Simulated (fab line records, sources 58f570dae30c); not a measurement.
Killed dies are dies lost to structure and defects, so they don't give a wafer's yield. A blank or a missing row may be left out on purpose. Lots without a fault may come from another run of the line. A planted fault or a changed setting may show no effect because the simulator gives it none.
Split-lot experiment | flow berkeley_cmos170 | 5 lots, 23 wafers read, on a route of 331 steps

THE SPLIT
At UCB170_NVT_IMPLANT_07, the setting energy_kev was moved away from the recipe's 50 on 10 of the 23 wafers read, by -4.5% to +4.4%. The other wafers ran this setting at the recipe's value.

The reading is taken at the split's own step.

THE READING
implant.drp_nm (the simulator's own value, which no gauge read), in nm, at UCB170_NVT_IMPLANT_07. The file gives no usual value for it.

wafer  | tool, chamber at the split | energy_kev as run | against the recipe | implant.drp_nm, nm | against lot-mates on the recipe
L074.1 | implanter-04, 0            | 50                | recipe             | 18.57              | -
L074.3 | implanter-04, 0            | 50                | recipe             | 18.57              | -
L074.4 | implanter-04, 0            | 50                | recipe             | 18.57              | -
L074.2 | implanter-04, 0            | 51.6              | +3.2%              | 19                 | +0.43
L074.5 | implanter-04, 0            | 51.6              | +3.2%              | 19                 | +0.43
L076.1 | implanter-03, 0            | 48.36             | -3.3%              | 18.13              | -0.44
L076.2 | implanter-03, 0            | 48.36             | -3.3%              | 18.13              | -0.44
L076.6 | implanter-03, 0            | 48.36             | -3.3%              | 18.13              | -0.44
L076.3 | implanter-03, 0            | 50                | recipe             | 18.57              | -
L076.5 | implanter-03, 0            | 50                | recipe             | 18.57              | -
L079.1 | implanter-04, 0            | 52.21             | +4.4%              | 19.16              | +0.59
L079.3 | implanter-04, 0            | 52.21             | +4.4%              | 19.16              | +0.59
L079.2 | implanter-04, 0            | 50                | recipe             | 18.57              | -
L079.5 | implanter-04, 0            | 50                | recipe             | 18.57              | -
L079.6 | implanter-04, 0            | 50                | recipe             | 18.57              | -
L082.2 | implanter-01, 0            | 47.76             | -4.5%              | 17.97              | -0.60
L082.3 | implanter-01, 0            | 47.76             | -4.5%              | 17.97              | -0.60
L082.5 | implanter-01, 0            | 47.76             | -4.5%              | 17.97              | -0.60
L082.4 | implanter-01, 0            | 50                | recipe             | 18.57              | -
L082.6 | implanter-01, 0            | 50                | recipe             | 18.57              | -
L083.3 | implanter-04, 0            | 50                | recipe             | 18.57              | -
L083.5 | implanter-04, 0            | 50                | recipe             | 18.57              | -
L083.6 | implanter-04, 0            | 50                | recipe             | 18.57              | -

THE FIT
A straight line over all 23 wafers: implant.drp_nm changes by +0.134 nm for each +1% of energy_kev; r = +1.00; the points scatter about the line by 0.00078 nm.
The same after taking each lot's own level away (the mean of its wafers on the recipe; 23 wafers): +0.134 nm for each +1%; r = +1.00; scatter 0.00078 nm.
On that fit, the largest move of energy_kev shifts the reading by 0.6 nm.
The lots' own levels span 18.570 to 18.570 nm.
So the lot-to-lot level changes the slope little: the two slopes agree.
Check: with one of the wafers moved furthest among these (-4.5%) left out of the fit, the line predicts -0.6 nm for it against its lot-mates. It came out at -0.6 nm against them.

OTHER SPLITS ON THESE WAFERS
These wafers also went through other splits before the reading. Each is held against what the fit with the lots' levels taken away leaves over:
other split on the same wafers         | wafers away from the commonest value | r with implant.drp_nm (lot level and that fit taken away)
UCB170_NWELL_IMPLANT_14 energy_kev     | 5                                    | +0.10
UCB170_PWELL_CVD_05 sih2cl2_flow_sccm  | 18                                   | +0.20
UCB170_PWELL_IMPLANT_15 dose_cm2       | 8                                    | +0.41
UCB170_ACTIVE_OXIDATION_02 temp_c      | 18                                   | -0.06
UCB170_ACTIVE_EXPOSE_10 dose_mj        | 4                                    | +0.10
UCB170_ACTIVE_ETCH_15 time_s           | 7                                    | +0.33
UCB170_PFIELD_IMPLANT_07 dose_cm2      | 9                                    | +0.42
UCB170_SCREENOX_OXIDATION_01 ox_time_s | 18                                   | +0.20

THE WHOLE CHAIN: every reading that the file lists as answering this split, in the file's order
step                  | what it does | reading                                                         | change (the file's fit)               | r (the file's)
UCB170_NVT_IMPLANT_07 |              | implant.rp_nm (the simulator's own value, which no gauge read)  | +0.363 nm for each +1% of the setting | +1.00
UCB170_NVT_IMPLANT_07 |              | implant.drp_nm (the simulator's own value, which no gauge read) | +0.134 nm for each +1% of the setting | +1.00

THE FILE'S OWN FIT
implant.drp_nm changes by +0.134 nm for each +1% of energy_kev, r = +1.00.
